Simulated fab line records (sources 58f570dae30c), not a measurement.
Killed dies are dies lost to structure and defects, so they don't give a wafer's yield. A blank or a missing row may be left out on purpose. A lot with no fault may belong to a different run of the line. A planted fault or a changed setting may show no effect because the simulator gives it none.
Comparing a struck lot with a sound one / flow berkeley-cmos170 / 18 steps out of a route of 331
Sound: the wafers L700.3, L700.4, L700.5. Struck: wafer L708.4. (L708.1, L708.6 of the same lot were not struck and are left out.) The cause comes at the end.
Per side, at each step with rows, come the tool, then ch with its chambers, and then its first start. Under that, the readings that differ: sound wafers / struck wafers / difference of the means / sigmas: that difference in standard deviations of wafers without a fault.
alike: a reading whose means differ by less than 2 such deviations, as well as words and numbers matching on both sides. not compared: withheld readings; readings where some wafer has no value; bounds like >300 that might hide an equal value; numbers whose values overlap and for which the record gives no deviation.
A row with sigmas, a row that says differs or no value, or rows on one side alone: a step with any of these is where the two part. Non-overlapping numbers with no deviation appear without sigmas and do not part them. A reading that every wafer of one side lacks parts them only if that side has two wafers or more.

first, 5 steps without rows for these wafers: UCB170_NLDD_COAT_01 (resist thk 900 nm); UCB170_NLDD_SOFTBAKE_02 (time 60 s); UCB170_NLDD_EXPOSE_03 (exposes mask NSELECT, target cd 1200 nm); UCB170_NLDD_PEB_04; UCB170_NLDD_DEVELOP_05 (develop time 45 s).
UCB170_NLDD_CD_MEAS_06: the cd target is 1200 nm.
  struck on cd-sem-02, day 10 08:27; sound on cd-sem-02, day 8 20:02
  alike: cd-nm
UCB170_NLDD_OVL_MEAS_07:
  struck on overlay-01, day 10 08:34; sound on overlay-01, day 8 20:08
  alike: NLDD_OVL
then, 2 steps without rows for these wafers: UCB170_NLDD_IMPLANT_08; UCB170_NLDD_IMPLANT_09.
UCB170_NLDD_STRIP_10: strips in O2.
  sound on plasma-asher-02 ch 0,1, day 8 20:29; struck on plasma-asher-01 ch 0, day 10 08:54
  alike: drypump-motor-current-A, oes-product-au, strip-time-to-endpoint-s
  not compared: rf-hours-counter-h
UCB170_NLDD_TW_MEAS_11:
  struck on film-metro-04, day 10 09:00; sound on film-metro-03, day 8 20:34
  alike: NLDD_TW
then, 1 step without rows for these wafers: UCB170_NLDD_CLEAN_12 (cleans in SPM, time 600 s).
UCB170_SPACER_CVD_00: deposits SiO2 from TEOS/O2, target thk 376 nm, time 47 s.
  sound on pecvd-04 ch 0,1, day 8 22:16; struck on pecvd-04 ch 0, day 10 09:14
reading=model.SiO2_of_SPACER_CVD_00.thk-nm (nm); sound=376.9 376.7 384.1; struck=402.2; difference=+23.0; sigmas=
  alike: heater-power-w
UCB170_SPACER_THK_MEAS_01:
  struck on film-metro-01, day 10 09:17; sound on film-metro-04, day 8 22:19
reading=SPACER_TEOS_THK (nm); sound=377 377 384; struck=402; difference=+23; sigmas=+5
then, 1 step without rows for these wafers: UCB170_SPACER_ANNEAL_02 (time 1800 s).
UCB170_SPACER_ETCHBACK_03: etches SiO2 in CHF3/CF4/Ar, stops on Si, target depth 376 nm, time 100 s.
  sound on rie-diel-01 ch 1,3, day 9 05:09; struck on rie-diel-02 ch 2, day 10 16:10
reading=oes-product-au (a.u.); sound=0.890 0.903 0.920; struck=0.950; difference=+0.046; sigmas=+3
reading=throttle-valve-pct (%); sound=6.39 6.44 6.43; struck=6.66; difference=+0.24; sigmas=+2
reading=model.etch.depth-nm (nm); sound=376.9 376.7 384.1; struck=402.2; difference=+23.0; sigmas=
  alike: drypump-motor-current-A, mfc-ar-sccm
  not compared: rf-hours-counter-h
then, 1 step without rows for these wafers: UCB170_PSD_HMDS_00 (prime time 60 s).
UCB170_M3_PROBE_99:
  struck on prober-02, day 11 18:41; sound on prober-02, day 10 11:27
reading=model.etest.nplus-sal.width-nm (nm); sound=699.1 685.8 679.9; struck=657.9; difference=-30.4; sigmas=
reading=model.etest.pplus-sal.width-nm (nm); sound=696.9 686.7 680.8; struck=655.9; difference=-32.2; sigmas=
reading=model.etest.field-n-metal.vt-v (V); sound=53.5 53.55 53.99; struck=54.2; difference=+0.5; sigmas=
reading=model.etest.pplus-sal.line-ohm-um; sound=5.354 5.345 5.401; struck=5.571; difference=+0.204; sigmas=
reading=model.etest.nplus-sal.line-ohm-um; sound=5.205 5.262 5.278; struck=5.477; difference=+0.229; sigmas=
  not compared: model.etest.nmos_0p35.r-on-ohm-um

## WHERE THEY PART
At UCB170_SPACER_THK_MEAS_01 first; at UCB170_SPACER_ETCHBACK_03 last (within this record only).

WHY: the cause the simulator had injected
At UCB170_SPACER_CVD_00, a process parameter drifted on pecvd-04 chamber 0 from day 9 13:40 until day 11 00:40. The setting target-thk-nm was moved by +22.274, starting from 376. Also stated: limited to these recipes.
